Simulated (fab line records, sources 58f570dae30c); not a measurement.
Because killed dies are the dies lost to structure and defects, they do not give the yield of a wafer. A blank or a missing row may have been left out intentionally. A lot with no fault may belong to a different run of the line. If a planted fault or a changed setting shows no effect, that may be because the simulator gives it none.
fab line records -- flow berkeley-cmos170 -- part 1 of 2: steps 1 to 26 of 36
record lots=5, wafers=15, last-day=12
route steps=331 shown PSD@183 NSD@187 BACKSIDE@199 SDANNEAL@204 PLDD@208 NLDD@209 SILICIDE@210 CONTACT@216
lots that met no fault: from a run of the same line without faults
start-h: start of the lot's first displayed wafer, in hours after the record's first day -- wait-h: hours since the lot's step before -- " repeats the value in the row above -- L1.1+2: a row that stands for several wafers -- - no value, or no start given -- * or withheld: withheld -- < > ~ a bound
route shown NAME@n: names a module that has steps shown in the file, with the first one's number in the route -- usual: the fault-free wafers' mean and standard deviation -- same: alike in all rows -- chamber/n: place in a boat -- sites: per-site readings -- _std_site: standard deviation across them -- _edge_site: outer sites' mean less inner sites' -- radius-mm: how far each site lies from the wafer's centre -- mask NAME#n: copy n -- behind: the most recent tool/chamber to have shaped the wafer -- hold: cause of the lot's hold/its duration in hours/its outcome -- device: the transistor (n, p or np) that didn't switch -- end of line: the tests these same wafers got at the end of their route -- step lacking rows: just its recipe -- killed: dies that structure and defects cost at the first sort, which is not the same as the wafer's yield -- map: per-die view of a wafer (x killed, . not killed, _ where there is no die)
set.NAME: the run value of the setting; set.NAME@STEP: its run value at that earlier step -- model.NAME: the simulator's own value behind a step, which no gauge read
certain route steps with their lots: each step a table, each wafer a row
services: the hour from which a tool's chamber was out of use, counted from the record's first day as start-h (under 0 if before that day), plus the number of hours and why
## steps
# step UCB170_PSD_IMPLANT_08
# recipe species=B, dose-cm2=2.949e+15, energy-kev=20, tilt-deg=7
# usual beam-energy-keV=19.999/0.0061, faraday-current-uA=9071/190, tilt-deg=6.999/0.018
lot.wafer,tool,chamber,start-h,wait-h,beam-energy-keV,faraday-current-uA,tilt-deg
L076.1,implanter-04,0,169.81,0.0,20.002,8966,7.011
L076.4,implanter-04,0,169.81,0.0,19.997,8910,6.999
L076.6,implanter-04,0,169.81,0.0,20.000,9202,7.017
L081.2,implanter-02,0,196.75,0.0,20.009,9371,6.999
L081.4,implanter-02,0,196.75,0.0,20.003,8753,6.997
L081.6,implanter-02,0,196.75,0.0,20.015,8697,7.004
L086.1,implanter-03,0,201.43,0.0,19.994,9139,7.016
L086.2,implanter-03,0,201.43,0.0,20.005,9133,7.014
L086.3,implanter-03,0,201.43,0.0,20.000,9355,7.018
L094.2,implanter-04,0,253.08,0.0,19.990,9122,7.006
L094.3,implanter-04,0,253.08,0.0,20.004,9237,6.970
L094.5,implanter-04,0,253.08,0.0,20.003,9435,6.980
L093.1,implanter-02,0,256.07,0.0,19.998,8953,7.005
L093.5,implanter-02,0,256.07,0.0,19.994,9241,7.032
L093.6,implanter-02,0,256.07,0.0,19.992,9213,7.029
# step UCB170_PSD_STRIP_09
# recipe chemistry=O2, power-w=400, pressure-mtorr=3500, platen-temp-c=withheld, o2-flow-sccm=400, overash-fraction=0.5
# usual drypump-motor-current-A=5.9/0.64, oes-product-au=0.603/0.0046, strip-time-to-endpoint-s=29.24/0.071
lot.wafer,tool,chamber,start-h,wait-h,drypump-motor-current-A,oes-product-au,rf-hours-counter-h,strip-time-to-endpoint-s
L076.1,plasma-asher-02,0,169.96,0.1,6.2,0.607,39,29.20
L076.4,plasma-asher-02,1,169.96,0.1,5.9,0.602,-,29.21
L076.6,plasma-asher-02,1,169.96,0.1,5.9,0.602,-,29.22
L081.2,plasma-asher-02,1,196.88,0.1,5.9,0.606,41,29.15
L081.4,plasma-asher-02,1,196.88,0.1,5.9,0.597,-,29.21
L081.6,plasma-asher-02,0,196.88,0.1,6.2,0.601,-,29.20
L086.1,plasma-asher-01,1,201.58,0.1,5.1,0.605,10,29.38
L086.2,plasma-asher-01,0,201.58,0.1,6.4,0.603,10,29.28
L086.3,plasma-asher-01,1,201.58,0.1,5.1,0.608,-,29.28
L094.2,plasma-asher-01,0,253.20,0.1,6.4,0.603,15,29.19
L094.3,plasma-asher-01,0,253.20,0.1,6.5,0.604,-,29.16
L094.5,plasma-asher-01,0,253.20,0.1,6.4,0.618,-,29.19
L093.1,plasma-asher-04,1,256.22,0.1,6.6,0.606,51,29.18
L093.5,plasma-asher-04,0,256.22,0.1,5.1,0.608,-,29.22
L093.6,plasma-asher-04,1,256.22,0.1,6.6,0.608,-,29.21
# step UCB170_PSD_TW_MEAS_10
# usual PSD_TW=2306/32
lot.wafer,tool,chamber,start-h,wait-h,PSD_TW
L076.1,film-metro-01,-,170.06,0.1,2335
L076.4,film-metro-01,-,170.06,0.1,2328
L076.6,film-metro-01,-,170.06,0.1,2339
L081.2,film-metro-03,-,196.99,0.1,2257
L081.4,film-metro-03,-,196.99,0.1,2264
L081.6,film-metro-03,-,196.99,0.1,2261
L086.1,film-metro-01,-,201.68,0.1,2330
L086.2,film-metro-01,-,201.68,0.1,2325
L086.3,film-metro-01,-,201.68,0.1,2326
L094.2,film-metro-03,-,253.31,0.1,2280
L094.3,film-metro-03,-,253.31,0.1,2274
L094.5,film-metro-03,-,253.31,0.1,2271
L093.1,film-metro-01,-,256.32,0.1,2324
L093.5,film-metro-01,-,256.32,0.1,2335
L093.6,film-metro-01,-,256.32,0.1,2332
# step UCB170_PSD_CLEAN_11
# recipe chemistry=SPM, temp-c=120, time-s=600
# usual bath-heat-duty-pct=12.6/1.6, temp-c=120.00/0.14
lot.wafer,tool,chamber,start-h,wait-h,bath-heat-duty-pct,temp-c
L076.1,wet-bench-03,0,170.82,0.7,9.7,119.86
L076.4,wet-bench-03,0,170.82,0.7,9.9,120.11
L076.6,wet-bench-03,0,170.82,0.7,12.1,120.08
L081.2,wet-bench-03,3,197.12,0.1,12.4,119.85
L081.4,wet-bench-03,3,197.12,0.1,11.6,119.78
L081.6,wet-bench-03,3,197.12,0.1,11.5,119.92
L086.1,wet-bench-01,0,201.86,0.2,12.4,120.05
L086.2,wet-bench-01,0,201.86,0.2,12.2,119.88
L086.3,wet-bench-01,0,201.86,0.2,12.1,120.00
L094.2,wet-bench-04,3,253.36,0.0,12.8,120.03
L094.3,wet-bench-04,3,253.36,0.0,12.9,120.13
L094.5,wet-bench-04,3,253.36,0.0,13.5,119.96
L093.1,wet-bench-03,2,256.48,0.2,13.9,120.13
L093.5,wet-bench-03,2,256.48,0.2,13.9,120.04
L093.6,wet-bench-03,2,256.48,0.2,15.0,119.92
# step UCB170_NSD_HMDS_00
# recipe prime-time-s=60, prime-temp-c=100
lot.wafer,tool,chamber,start-h,wait-h
L076.1+4+6,litho-track-02,0,171.01,0.0
L081.2+4+6,litho-track-04,0,197.42,0.1
L086.1+2+3,litho-track-02,0,202.03,0.0
L094.2+3+5,litho-track-03,0,254.23,0.7
L093.1+5+6,litho-track-04,0,256.68,0.0
# step UCB170_NSD_COAT_01
# recipe resist=KrF, spin-rpm=1500, resist-thk-nm=900
lot.wafer,tool,chamber,start-h,wait-h
L076.1+4+6,litho-track-02,0,171.16,0.1
L081.2+4+6,litho-track-04,0,197.57,0.1
L086.1+2+3,litho-track-02,0,202.18,0.1
L094.2+3+5,litho-track-03,0,254.38,0.1
L093.1+5+6,litho-track-04,0,256.83,0.1
# step UCB170_NSD_SOFTBAKE_02
# recipe resist=KrF, temp-c=130, time-s=60
# usual heater-power-total-W=56.80/0.044
lot.wafer,tool,chamber,start-h,wait-h,heater-power-total-W
L076.1,litho-track-02,0,171.31,0.1,56.78
L076.4,litho-track-02,0,171.31,0.1,56.86
L076.6,litho-track-02,0,171.31,0.1,56.88
L081.2,litho-track-04,0,197.72,0.1,56.84
L081.4,litho-track-04,0,197.72,0.1,56.87
L081.6,litho-track-04,0,197.72,0.1,56.74
L086.1,litho-track-02,0,202.33,0.1,56.83
L086.2,litho-track-02,0,202.33,0.1,56.76
L086.3,litho-track-02,0,202.33,0.1,56.76
L094.2,litho-track-03,0,254.53,0.1,56.83
L094.3,litho-track-03,0,254.53,0.1,56.85
L094.5,litho-track-03,0,254.53,0.1,56.80
L093.1,litho-track-04,0,256.98,0.1,56.78
L093.5,litho-track-04,0,256.98,0.1,56.75
L093.6,litho-track-04,0,256.98,0.1,56.78
# step UCB170_NSD_EXPOSE_03
# recipe mask-id=NSELECT_MOD, na=0.5, sigma-outer=0.6, source-shape=conventional, target-cd-nm=1200, dose-mj=30
lot.wafer,tool,chamber,start-h,wait-h,mask
L076.1+4+6,krf-scanner-02,0,171.87,0.5,NSELECT_MOD#0
L081.2+4+6,krf-scanner-02,0,197.87,0.1,NSELECT_MOD#0
L086.1+2+3,krf-scanner-01,0,202.61,0.2,NSELECT_MOD#0
L094.2+3+5,krf-scanner-01,0,254.68,0.1,NSELECT_MOD#0
L093.1+5+6,krf-scanner-01,0,257.13,0.1,NSELECT_MOD#0
# step UCB170_NSD_PEB_04
# recipe peb-temp-c=130, peb-time-s=withheld, resist=KrF
# usual heater-power-total-W=56.80/0.046
lot.wafer,tool,chamber,start-h,wait-h,heater-power-total-W
L076.1,litho-track-04,0,171.99,0.1,56.80
L076.4,litho-track-04,0,171.99,0.1,56.73
L076.6,litho-track-04,0,171.99,0.1,56.72
L081.2,litho-track-03,0,198.21,0.3,56.81
L081.4,litho-track-03,0,198.21,0.3,56.71
L081.6,litho-track-03,0,198.21,0.3,56.77
L086.1,litho-track-03,0,202.72,0.1,56.80
L086.2,litho-track-03,0,202.72,0.1,56.87
L086.3,litho-track-03,0,202.72,0.1,56.86
L094.2,litho-track-03,0,255.51,0.8,56.80
L094.3,litho-track-03,0,255.51,0.8,56.84
L094.5,litho-track-03,0,255.51,0.8,56.81
L093.1,litho-track-04,0,257.25,0.1,56.83
L093.5,litho-track-04,0,257.25,0.1,56.76
L093.6,litho-track-04,0,257.25,0.1,56.87
# step UCB170_NSD_DEVELOP_05
# recipe developer=TMAH, develop-time-s=45, resist=KrF, dev-temp-c=21
lot.wafer,tool,chamber,start-h,wait-h
L076.1+4+6,litho-track-04,0,-,-
L081.2+4+6,litho-track-03,0,-,-
L086.1+2+3,litho-track-03,0,-,-
L094.2+3+5,litho-track-03,0,-,-
L093.1+5+6,litho-track-04,0,-,-
# step UCB170_NSD_CD_MEAS_06
# recipe target-cd-nm=1200
# usual cd-nm=1200.2/1.8
lot.wafer,tool,chamber,start-h,wait-h,cd-nm
L076.1,cd-sem-01,-,172.26,-,1200.1
L076.4,cd-sem-01,-,172.26,-,1200.0
L076.6,cd-sem-01,-,172.26,-,1201.0
L081.2,cd-sem-02,-,198.48,-,1200.4
L081.4,cd-sem-02,-,198.48,-,1200.0
L081.6,cd-sem-02,-,198.48,-,1201.9
L086.1,cd-sem-02,-,203.00,-,1201.9
L086.2,cd-sem-02,-,203.00,-,1202.2
L086.3,cd-sem-02,-,203.00,-,1202.6
L094.2,cd-sem-02,-,255.78,-,1196.4
L094.3,cd-sem-02,-,255.78,-,1196.9
L094.5,cd-sem-02,-,255.78,-,1196.1
L093.1,cd-sem-01,-,257.52,-,1199.3
L093.5,cd-sem-01,-,257.52,-,1197.9
L093.6,cd-sem-01,-,257.52,-,1198.0
# step UCB170_NSD_OVL_MEAS_07
# usual NSD_OVL=5/6.4
lot.wafer,tool,chamber,start-h,wait-h,NSD_OVL[nm]
L076.1,overlay-02,-,172.38,0.1,2
L076.4,overlay-02,-,172.38,0.1,1
L076.6,overlay-02,-,172.38,0.1,3
L081.2,overlay-01,-,198.58,0.1,7
L081.4,overlay-01,-,198.58,0.1,5
L081.6,overlay-01,-,198.58,0.1,4
L086.1,overlay-01,-,203.12,0.1,7
L086.2,overlay-01,-,203.12,0.1,0
L086.3,overlay-01,-,203.12,0.1,-2
L094.2,overlay-02,-,255.89,0.1,5
L094.3,overlay-02,-,255.89,0.1,3
L094.5,overlay-02,-,255.89,0.1,7
L093.1,overlay-01,-,257.64,0.1,8
L093.5,overlay-01,-,257.64,0.1,1
L093.6,overlay-01,-,257.64,0.1,12
# step UCB170_NSD_IMPLANT_08
# recipe species=P, dose-cm2=3e+15, energy-kev=40, tilt-deg=7
# usual beam-energy-keV=40.003/0.013, faraday-current-uA=9248/190, tilt-deg=6.998/0.019
lot.wafer,tool,chamber,start-h,wait-h,beam-energy-keV,faraday-current-uA,tilt-deg
L076.1,implanter-01,0,172.42,0.0,40.026,9495,6.986
L076.4,implanter-01,0,172.42,0.0,40.004,9285,6.994
L076.6,implanter-01,0,172.42,0.0,40.015,9112,6.985
L081.2,implanter-03,0,198.64,0.0,40.008,9091,6.976
L081.4,implanter-03,0,198.64,0.0,40.008,9219,7.003
L081.6,implanter-03,0,198.64,0.0,39.985,9100,6.988
L086.1,implanter-03,0,203.15,0.0,40.037,9089,6.992
L086.2,implanter-03,0,203.15,0.0,40.031,9342,6.956
L086.3,implanter-03,0,203.15,0.0,40.029,9210,6.982
L094.2,implanter-03,0,255.94,0.0,39.993,9259,7.001
L094.3,implanter-03,0,255.94,0.0,40.013,9413,6.969
L094.5,implanter-03,0,255.94,0.0,39.991,8938,6.996
L093.1,implanter-04,0,257.68,0.0,40.004,9226,6.979
L093.5,implanter-04,0,257.68,0.0,40.020,9221,6.992
L093.6,implanter-04,0,257.68,0.0,40.008,9016,6.959
# step UCB170_NSD_STRIP_09
# recipe chemistry=O2, power-w=400, pressure-mtorr=3500, platen-temp-c=withheld, o2-flow-sccm=400, overash-fraction=0.5
# usual drypump-motor-current-A=5.8/0.61, oes-product-au=0.534/0.0046, strip-time-to-endpoint-s=35.84/0.079
lot.wafer,tool,chamber,start-h,wait-h,drypump-motor-current-A,oes-product-au,rf-hours-counter-h,strip-time-to-endpoint-s
L076.1,plasma-asher-03,1,172.57,0.1,6.0,0.542,47,35.84
L076.4,plasma-asher-03,0,172.57,0.1,4.9,0.533,-,35.90
L076.6,plasma-asher-03,1,172.57,0.1,6.0,0.535,-,35.79
L081.2,plasma-asher-04,0,198.76,0.1,5.1,0.534,44,35.82
L081.4,plasma-asher-04,1,198.76,0.1,6.6,0.537,-,35.80
L081.6,plasma-asher-04,1,198.76,0.1,6.6,0.536,-,35.80
L086.1,plasma-asher-04,1,203.30,0.1,6.6,0.537,45,35.88
L086.2,plasma-asher-04,0,203.30,0.1,5.1,0.535,45,35.88
L086.3,plasma-asher-04,0,203.30,0.1,5.1,0.529,-,35.84
L094.2,plasma-asher-03,1,256.07,0.1,6.0,0.534,57,35.86
L094.3,plasma-asher-03,1,256.07,0.1,6.0,0.540,-,35.87
L094.5,plasma-asher-03,0,256.07,0.1,4.9,0.535,-,35.88
L093.1,plasma-asher-02,0,257.83,0.1,6.2,0.531,48,35.78
L093.5,plasma-asher-02,1,257.83,0.1,5.9,0.540,-,35.86
L093.6,plasma-asher-02,0,257.83,0.1,6.2,0.537,-,35.81
# step UCB170_NSD_TW_MEAS_10
# usual NSD_TW=4155/49
lot.wafer,tool,chamber,start-h,wait-h,NSD_TW
L076.1,film-metro-01,-,172.67,0.1,4237
L076.4,film-metro-01,-,172.67,0.1,4230
L076.6,film-metro-01,-,172.67,0.1,4207
L081.2,film-metro-04,-,198.87,0.1,4157
L081.4,film-metro-04,-,198.87,0.1,4167
L081.6,film-metro-04,-,198.87,0.1,4137
L086.1,film-metro-03,-,203.40,0.1,4088
L086.2,film-metro-03,-,203.40,0.1,4121
L086.3,film-metro-03,-,203.40,0.1,4124
L094.2,film-metro-04,-,256.18,0.1,4154
L094.3,film-metro-04,-,256.18,0.1,4143
L094.5,film-metro-04,-,256.18,0.1,4127
L093.1,film-metro-04,-,257.93,0.1,4142
L093.5,film-metro-04,-,257.93,0.1,4157
L093.6,film-metro-04,-,257.93,0.1,4142
# step UCB170_NSD_CLEAN_11
# recipe chemistry=SPM, temp-c=120, time-s=600
# usual bath-heat-duty-pct=14.0/1.8, temp-c=119.99/0.15
lot.wafer,tool,chamber,start-h,wait-h,bath-heat-duty-pct,temp-c
L076.1,wet-bench-04,1,172.80,0.1,14.4,120.02
L076.4,wet-bench-04,1,172.80,0.1,13.1,119.98
L076.6,wet-bench-04,1,172.80,0.1,12.7,120.20
L081.2,wet-bench-02,3,198.92,0.0,14.9,119.88
L081.4,wet-bench-02,3,198.92,0.0,15.3,120.01
L081.6,wet-bench-02,3,198.92,0.0,15.5,119.94
L086.1,wet-bench-03,1,203.46,0.1,11.5,119.85
L086.2,wet-bench-03,1,203.46,0.1,12.4,119.88
L086.3,wet-bench-03,1,203.46,0.1,10.7,119.89
L094.2,wet-bench-02,1,256.23,0.0,10.8,119.95
L094.3,wet-bench-02,1,256.23,0.0,12.5,119.74
L094.5,wet-bench-02,1,256.23,0.0,12.4,120.20
L093.1,wet-bench-02,3,257.99,0.1,15.0,120.20
L093.5,wet-bench-02,3,257.99,0.1,15.0,120.13
L093.6,wet-bench-02,3,257.99,0.1,16.2,120.06
# step UCB170_BACKSIDE_HMDS_00
# recipe prime-time-s=60, prime-temp-c=100
lot.wafer,tool,chamber,start-h,wait-h
L076.1+4+6,litho-track-02,0,173.14,0.2
L081.2+4+6,litho-track-01,0,199.14,0.0
L086.1+2+3,litho-track-03,0,203.67,0.0
L094.2+3+5,litho-track-02,0,256.43,0.0
L093.1+5+6,litho-track-02,0,258.16,0.0
# step UCB170_BACKSIDE_COAT_01
# recipe resist=KrF, spin-rpm=1500, resist-thk-nm=900
lot.wafer,tool,chamber,start-h,wait-h
L076.1+4+6,litho-track-02,0,173.29,0.1
L081.2+4+6,litho-track-01,0,199.29,0.1
L086.1+2+3,litho-track-03,0,203.82,0.1
L094.2+3+5,litho-track-02,0,256.58,0.1
L093.1+5+6,litho-track-02,0,258.31,0.1
# step UCB170_BACKSIDE_SOFTBAKE_02
# recipe resist=KrF, temp-c=130, time-s=60
# usual heater-power-total-W=56.80/0.043
lot.wafer,tool,chamber,start-h,wait-h,heater-power-total-W
L076.1,litho-track-02,0,173.44,0.1,56.84
L076.4,litho-track-02,0,173.44,0.1,56.80
L076.6,litho-track-02,0,173.44,0.1,56.81
L081.2,litho-track-01,0,199.44,0.1,56.80
L081.4,litho-track-01,0,199.44,0.1,56.74
L081.6,litho-track-01,0,199.44,0.1,56.77
L086.1,litho-track-03,0,203.97,0.1,56.78
L086.2,litho-track-03,0,203.97,0.1,56.72
L086.3,litho-track-03,0,203.97,0.1,56.82
L094.2,litho-track-02,0,256.73,0.1,56.89
L094.3,litho-track-02,0,256.73,0.1,56.79
L094.5,litho-track-02,0,256.73,0.1,56.75
L093.1,litho-track-02,0,258.46,0.1,56.81
L093.5,litho-track-02,0,258.46,0.1,56.83
L093.6,litho-track-02,0,258.46,0.1,56.81
# step UCB170_BACKSIDE_STRIP_03
# recipe chemistry=O2, power-w=400, pressure-mtorr=3500, platen-temp-c=withheld, o2-flow-sccm=400, overash-fraction=0.5
# usual drypump-motor-current-A=5.8/0.54, oes-product-au=0.734/0.004, strip-time-to-endpoint-s=21.99/0.061
lot.wafer,tool,chamber,start-h,wait-h,drypump-motor-current-A,oes-product-au,rf-hours-counter-h,strip-time-to-endpoint-s
L076.1,plasma-asher-01,0,173.59,0.1,6.4,0.732,7,21.95
L076.4,plasma-asher-01,1,173.59,0.1,5.1,0.727,-,21.94
L076.6,plasma-asher-01,1,173.59,0.1,5.1,0.728,-,21.93
L081.2,plasma-asher-03,0,199.56,0.1,4.9,0.735,50,22.11
L081.4,plasma-asher-03,1,199.56,0.1,6.0,0.728,-,22.05
L081.6,plasma-asher-03,1,199.56,0.1,6.0,0.737,-,22.09
L086.1,plasma-asher-02,0,204.12,0.1,6.2,0.736,42,21.96
L086.2,plasma-asher-02,1,204.12,0.1,5.9,0.733,42,21.97
L086.3,plasma-asher-02,1,204.12,0.1,5.9,0.731,-,21.93
L094.2,plasma-asher-03,0,256.86,0.1,4.9,0.727,57,21.98
L094.3,plasma-asher-03,0,256.86,0.1,4.9,0.737,-,22.01
L094.5,plasma-asher-03,0,256.86,0.1,4.9,0.738,-,22.01
L093.1,plasma-asher-03,0,258.61,0.1,4.9,0.738,57,21.91
L093.5,plasma-asher-03,1,258.61,0.1,6.1,0.730,-,21.98
L093.6,plasma-asher-03,0,258.61,0.1,4.9,0.740,-,21.91
# step UCB170_BACKSIDE_CLEAN_04
# recipe chemistry=SPM, temp-c=120, time-s=600
# usual bath-heat-duty-pct=14.3/1.7, temp-c=119.98/0.14
lot.wafer,tool,chamber,start-h,wait-h,bath-heat-duty-pct,temp-c
L076.1,wet-bench-01,3,173.69,0.1,10.8,120.41
L076.4,wet-bench-01,3,173.69,0.1,10.9,120.02
L076.6,wet-bench-01,3,173.69,0.1,10.4,119.98
L081.2,wet-bench-02,0,200.02,0.4,15.9,119.91
L081.4,wet-bench-02,0,200.02,0.4,16.2,119.87
L081.6,wet-bench-02,0,200.02,0.4,14.9,119.91
L086.1,wet-bench-02,1,204.22,0.1,14.0,119.81
L086.2,wet-bench-02,1,204.22,0.1,11.7,119.84
L086.3,wet-bench-02,1,204.22,0.1,13.6,119.99
L094.2,wet-bench-02,3,257.10,0.2,15.2,120.05
L094.3,wet-bench-02,3,257.10,0.2,14.9,120.01
L094.5,wet-bench-02,3,257.10,0.2,14.6,120.12
L093.1,wet-bench-02,3,258.71,0.1,15.2,120.05
L093.5,wet-bench-02,3,258.71,0.1,15.0,120.12
L093.6,wet-bench-02,3,258.71,0.1,15.2,119.81
# step UCB170_SDANNEAL_RTA_00
# recipe temp-c=900, time-s=10, ambient=N2
# usual lamp-power-pct=25.6/1.4, wafer_temp_C_max=904.2/0.89
lot.wafer,tool,chamber,start-h,wait-h,lamp-power-pct,wafer_temp_C_max
L076.1,rtp-anneal-02,0,173.88,0.0,27.2,904.4
L076.4,rtp-anneal-02,0,173.88,0.0,27.3,905.3
L076.6,rtp-anneal-02,0,173.88,0.0,27.3,905.6
L081.2,rtp-anneal-01,0,200.22,0.0,24.4,903.7
L081.4,rtp-anneal-01,0,200.22,0.0,24.4,902.9
L081.6,rtp-anneal-01,0,200.22,0.0,24.4,903.2
L086.1,rtp-anneal-01,0,204.41,0.0,24.4,904.9
L086.2,rtp-anneal-01,0,204.41,0.0,24.4,905.4
L086.3,rtp-anneal-01,0,204.41,0.0,24.4,904.5
L094.2,rtp-anneal-01,0,257.29,0.0,24.4,903.1
L094.3,rtp-anneal-01,0,257.29,0.0,24.4,904.5
L094.5,rtp-anneal-01,0,257.29,0.0,24.4,903.6
L093.1,rtp-anneal-01,0,258.89,0.0,24.4,905.1
L093.5,rtp-anneal-01,0,258.89,0.0,24.4,904.1
L093.6,rtp-anneal-01,0,258.89,0.0,24.4,903.0
# step UCB170_SDANNEAL_RTA_01
# recipe temp-c=1050, time-s=5.165, ambient=N2
# usual lamp-power-pct=39.5/2.2, wafer_temp_C_max=1054.9/0.97
lot.wafer,tool,chamber,start-h,wait-h,lamp-power-pct,wafer_temp_C_max
L076.1,rtp-anneal-02,0,173.95,0.1,42.1,1054.2
L076.4,rtp-anneal-02,0,173.95,0.1,42.0,1056.6
L076.6,rtp-anneal-02,0,173.95,0.1,42.1,1053.1
L081.2,rtp-anneal-01,0,200.29,0.1,37.7,1054.7
L081.4,rtp-anneal-01,0,200.29,0.1,37.7,1055.4
L081.6,rtp-anneal-01,0,200.29,0.1,37.6,1054.7
L086.1,rtp-anneal-01,0,204.48,0.1,37.6,1056.5
L086.2,rtp-anneal-01,0,204.48,0.1,37.6,1054.1
L086.3,rtp-anneal-01,0,204.48,0.1,37.7,1054.4
L094.2,rtp-anneal-01,0,257.35,0.1,37.6,1054.7
L094.3,rtp-anneal-01,0,257.35,0.1,37.7,1053.5
L094.5,rtp-anneal-01,0,257.35,0.1,37.6,1055.0
L093.1,rtp-anneal-01,0,258.96,0.1,37.7,1054.8
L093.5,rtp-anneal-01,0,258.96,0.1,37.6,1054.0
L093.6,rtp-anneal-01,0,258.96,0.1,37.7,1055.8
# step UCB170_SDANNEAL_RS_MEAS_02
# recipe thk-meas-gauge=four-point-probe
# usual PSD_RS=76.1/0.31
lot.wafer,tool,chamber,start-h,wait-h,PSD_RS[ohm/sq]
L076.1,film-metro-03,-,174.03,0.1,76.1
L076.4,film-metro-03,-,174.03,0.1,76.2
L076.6,film-metro-03,-,174.03,0.1,75.8
L081.2,film-metro-01,-,200.36,0.1,75.8
L081.4,film-metro-01,-,200.36,0.1,76.1
L081.6,film-metro-01,-,200.36,0.1,76.0
L086.1,film-metro-04,-,204.54,0.0,75.9
L086.2,film-metro-04,-,204.54,0.0,76.1
L086.3,film-metro-04,-,204.54,0.0,75.9
L094.2,film-metro-01,-,257.42,0.1,76.2
L094.3,film-metro-01,-,257.42,0.1,76.7
L094.5,film-metro-01,-,257.42,0.1,76.2
L093.1,film-metro-03,-,259.01,0.0,76.5
L093.5,film-metro-03,-,259.01,0.0,76.5
L093.6,film-metro-03,-,259.01,0.0,76.6
# step UCB170_SDANNEAL_RS_MEAS_03
# recipe thk-meas-gauge=four-point-probe
# usual NSD_RS=37.18/0.11
lot.wafer,tool,chamber,start-h,wait-h,NSD_RS[ohm/sq]
L076.1,film-metro-03,-,174.15,0.1,37.07
L076.4,film-metro-03,-,174.15,0.1,37.13
L076.6,film-metro-03,-,174.15,0.1,37.08
L081.2,film-metro-01,-,200.48,0.1,37.13
L081.4,film-metro-01,-,200.48,0.1,37.09
L081.6,film-metro-01,-,200.48,0.1,37.19
L086.1,film-metro-04,-,204.66,0.1,37.15
L086.2,film-metro-04,-,204.66,0.1,37.15
L086.3,film-metro-04,-,204.66,0.1,37.13
L094.2,film-metro-01,-,257.54,0.1,37.15
L094.3,film-metro-01,-,257.54,0.1,37.13
L094.5,film-metro-01,-,257.54,0.1,37.14
L093.1,film-metro-03,-,259.13,0.1,37.57
L093.5,film-metro-03,-,259.13,0.1,37.29
L093.6,film-metro-03,-,259.13,0.1,37.34
# step UCB170_SDANNEAL_RS_MEAS_04
# recipe thk-meas-gauge=four-point-probe
# usual PLDD_RS=1031.5/2.5
lot.wafer,tool,chamber,start-h,wait-h,PLDD_RS[ohm/sq]
L076.1,film-metro-03,-,174.27,0.1,1034.6
L076.4,film-metro-03,-,174.27,0.1,1035.8
L076.6,film-metro-03,-,174.27,0.1,1031.5
L081.2,film-metro-01,-,200.60,0.1,1027.4
L081.4,film-metro-01,-,200.60,0.1,1030.5
L081.6,film-metro-01,-,200.60,0.1,1027.4
L086.1,film-metro-04,-,204.78,0.1,1028.5
L086.2,film-metro-04,-,204.78,0.1,1029.5
L086.3,film-metro-04,-,204.78,0.1,1032.6
L094.2,film-metro-01,-,257.66,0.1,1026.0
L094.3,film-metro-01,-,257.66,0.1,1027.1
L094.5,film-metro-01,-,257.66,0.1,1026.6
L093.1,film-metro-03,-,259.25,0.1,1032.0
L093.5,film-metro-03,-,259.25,0.1,1030.7
L093.6,film-metro-03,-,259.25,0.1,1031.8
